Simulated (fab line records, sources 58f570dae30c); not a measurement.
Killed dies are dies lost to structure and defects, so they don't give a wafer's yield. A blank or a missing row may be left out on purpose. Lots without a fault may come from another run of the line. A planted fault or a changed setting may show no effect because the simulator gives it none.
A struck lot beside a sound one | flow berkeley_cmos170 | 17 steps out of a route of 331
Sound: wafers L450.1, L450.2, L450.3. Struck: wafer L458.1. (L458.2, L458.3 of the same lot were not struck and are left out.) The cause comes at the end.
At each step with rows: each side's tool, then ch and its chambers, then its first start. Under that, the readings that differ: sound wafers | struck wafers | difference of the means | sigmas: that difference in standard deviations of wafers without a fault.
alike: readings whose means differ by less than 2 such deviations, and words and numbers that are the same on both sides. not compared: withheld readings, readings that some wafer has no value for, bounds like >300 that may hide the same value, and numbers for which the record gives no deviation and whose values overlap.
The two part at a step that has a row with sigmas, a row that says differs or no value, or rows on one side only. Numbers that don't overlap but have no deviation are shown without sigmas and don't part them. A reading that every wafer of one side lacks parts them only if that side has two wafers or more.

first, 1 step without rows for these wafers: UCB170_M2_SOFTBAKE_06 (time 60 s).
UCB170_M2_STRIP_07: strips in O2.
  sound on plasma_asher-01 ch 0,1, day 8 06:12; struck on plasma_asher-04 ch 0, day 9 18:19
  alike: drypump_motor_current_A, oes_product_au, strip_time_to_endpoint_s
  not compared: rf_hours_counter_h
then, 7 steps without rows for these wafers: UCB170_M2_STRIP_08 (strips KrF in DMSO, time 600 s); UCB170_M2_COAT_09; UCB170_M2_COAT_10 (resist thk 900 nm); UCB170_M2_SOFTBAKE_11 (time 60 s); UCB170_M2_EXPOSE_12 (exposes mask METAL2, target cd 700 nm); UCB170_M2_PEB_13; UCB170_M2_DEVELOP_14 (develop time 45 s).
UCB170_M2_CD_MEAS_15: target cd 700 nm.
  sound on cd_sem-01, day 8 07:31; struck on cd_sem-01, day 9 19:34
  alike: cd_nm
UCB170_M2_OVL_MEAS_16:
  sound on overlay-02, day 8 07:38; struck on overlay-02, day 9 19:41
  alike: M2_OVL
UCB170_M2_ETCH_17: etches BARC in N2/H2.
  sound on rie_diel-04 ch 1,2,3, day 8 07:41; struck on rie_diel-04 ch 3, day 9 19:44
  alike: drypump_motor_current_A, oes_product_au, rf_fwd_power_W, throttle_valve_pct
UCB170_M2_METAL_ETCH_18: etches Al in Cl2/BCl3, stops on SiO2, target depth 1170 nm, time 195 s.
  sound on rie_metal-01 ch 0,1, day 8 07:43; struck on rie_metal-02 ch 0, day 9 19:46
  reading                             | sound             | struck | difference | sigmas
  oes_product_au (a.u.)               | 0.881 0.851 0.874 | 0.759  | -0.110     | -8
  run_length_s (s)                    | 223.3 222.6 223.0 | 266.1  | +43.1      | +98
  throttle_valve_pct (%)              | 24.8 24.7 24.8    | 24.1   | -0.7       | -2
  model.KrF_of_M2_COAT_10.thk_nm (nm) | 203.1 223.4 209.5 | 75.47  | -136.53    |
  model.M2.feature_depth_nm (nm)      | 948.8 954.7 943.2 | 957.2  | +8.3       |
  model.SiO2_of_V1_CVD_00.thk_nm (nm) | 937.3 937.2 937.9 | 924.1  | -13.4      |
  alike: drypump_motor_current_A, rf_fwd_power_W
  not compared: rf_hours_counter_h
UCB170_M2_STRIP_19: strips in O2.
  sound on plasma_asher-04 ch 0,1, day 8 07:54; struck on plasma_asher-01 ch 1, day 9 19:58
  reading               | sound             | struck | difference | sigmas
  oes_product_au (a.u.) | 0.534 0.552 0.541 | 0.398  | -0.144     | -13
  alike: drypump_motor_current_A
  not compared: rf_hours_counter_h
UCB170_M2_CD_MEAS_90: target cd 700 nm.
  sound on cd_sem-02, day 8 08:00; struck on cd_sem-01, day 9 20:04
  reading    | sound       | struck | difference | sigmas
  cd_nm (nm) | 702 704 701 | 695    | -7         | -2
UCB170_V2_CVD_00: deposits SiO2 from TEOS/O2, target thk 2000 nm, time 250 s.
  sound on pecvd-01 ch 0,1,2, day 8 08:07; struck on pecvd-02 ch 1, day 9 20:11
  alike: heater_power_w, rf_fwd_power_W
UCB170_M3_PROBE_99:
  the record has rows for the struck wafers here (prober-01, day 10 03:50) and none for the sound ones

WHERE THEY PART
First at UCB170_M2_METAL_ETCH_18; last, within this record, at UCB170_M3_PROBE_99.

WHY: what the simulator had put in
Process parameter drift: rie_metal-02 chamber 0, from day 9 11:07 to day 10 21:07, at UCB170_M2_METAL_ETCH_18. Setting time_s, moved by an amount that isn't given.
